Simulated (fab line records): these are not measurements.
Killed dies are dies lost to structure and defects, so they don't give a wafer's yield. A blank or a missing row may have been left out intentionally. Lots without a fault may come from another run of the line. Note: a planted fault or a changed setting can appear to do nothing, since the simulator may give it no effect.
A lot that was struck, set against a sound lot || flow rit cmos || 13 steps out of a route of 202
Sound: these wafers, L557.1, L557.2, L557.4. Wafers struck: L564.1, L564.5, L564.6. At the end, the cause is stated.
For every step that has rows: the tool of each side, followed by ch and its chambers, followed by its first start. Under that, the readings that differ: sound wafers || struck wafers || difference of the means || sigmas: that difference in standard deviations of wafers without a fault.
alike: a reading whose means differ by less than 2 such deviations, as well as words and numbers matching on both sides. not compared: withheld readings; readings where some wafer has no value; bounds like >300 that might hide an equal value; numbers whose values overlap and for which the record gives no deviation.
The two part at a step that has a row with sigmas, a row that says differs or no value, or rows on one side only. Numbers that have no deviation but don't overlap get no sigmas and don't part them. A reading that every wafer of one side lacks parts them only if that side has two wafers or more.

first, 1 step without rows for these wafers: RIT_SDANNEAL_CLEAN_02 (cleans in SC2, time 600 s).
RIT_SDANNEAL_RTA_03: time 5 s.
  sound on rtp anneal-02 ch 0, day 4 23:43; struck on rtp anneal-01 ch 0, day 6 09:43
{"reading": "anneal temp c max", "sound": "1056.8 1057.5 1055.8", "struck": "1052.1 1052.2 1053.2", "difference": -4.2, "sigmas": -2}
  alike: chamber o2 ppm, wafer_temp_C_max
RIT_SDANNEAL_RS_MEAS_04: a four-point-probe measurement.
  sound on film metro-03, day 4 23:46; struck on film metro-03, day 6 09:46
  alike: PSD_RS
RIT_SDANNEAL_RS_MEAS_05: a four-point-probe measurement.
  sound on film metro-03, day 4 23:53; struck on film metro-03, day 6 09:53
  alike: NSD_RS
RIT_SDANNEAL_RS_MEAS_06: a four-point-probe measurement.
  sound on film metro-03, day 5 00:01; struck on film metro-03, day 6 10:01
  alike: PLDD_RS
RIT_SDANNEAL_RS_MEAS_07: a four-point-probe measurement.
  sound on film metro-03, day 5 00:08; struck on film metro-03, day 6 10:08
  alike: NLDD_RS
then, 1 step without rows for these wafers: RIT_SILICIDE_WET_ETCH_00 (etches SiO2 in BOE, target depth 14 nm, time 15 s).
RIT_SILICIDE_SPUTTER_01: material Ti, target thk 30 nm, time 231.8 s.
  sound on pvd sputter-02, day 5 00:16; struck on pvd sputter-03, day 6 10:16
  alike: throttle valve pct
RIT_SILICIDE_RS_MEAS_02: a four-point-probe measurement.
  sound on film metro-04, day 5 00:25; struck on film metro-04, day 6 10:25
  alike: SILICIDE_TI_RS
RIT_SILICIDE_THK_MEAS_03: measures by xrf.
  sound on film metro-04, day 5 00:32; struck on film metro-04, day 6 10:32
  alike: SILICIDE_TI_THK
RIT_SILICIDE_RTA_04: time 10 s, ramp up 5 s, ramp down 5 s.
  sound on rtp anneal-01 ch 0, day 5 00:35; struck on rtp anneal-02 ch 0, day 6 10:36
  alike: anneal temp c max, chamber o2 ppm, wafer_temp_C_max
then, 1 step without rows for these wafers: RIT_SILICIDE_WET_ETCH_05 (etches Ti in SPM, time 120 s).
RIT_SILICIDE_RTA_06: time 10 s, ramp up 5 s, ramp down 10 s.
  sound on rtp anneal-02 ch 0, day 5 00:42; struck on rtp anneal-01, day 6 10:43
  no value came back on the struck wafers for anneal temp c max, chamber o2 ppm, wafer_temp_C_max; on the sound wafers anneal temp c max reads 754.4 756.2 755.8

WHERE THEY PART
Earliest at RIT_SDANNEAL_RTA_03; latest, in this record, at RIT_SILICIDE_RTA_06.

WHY: the cause the simulator had injected
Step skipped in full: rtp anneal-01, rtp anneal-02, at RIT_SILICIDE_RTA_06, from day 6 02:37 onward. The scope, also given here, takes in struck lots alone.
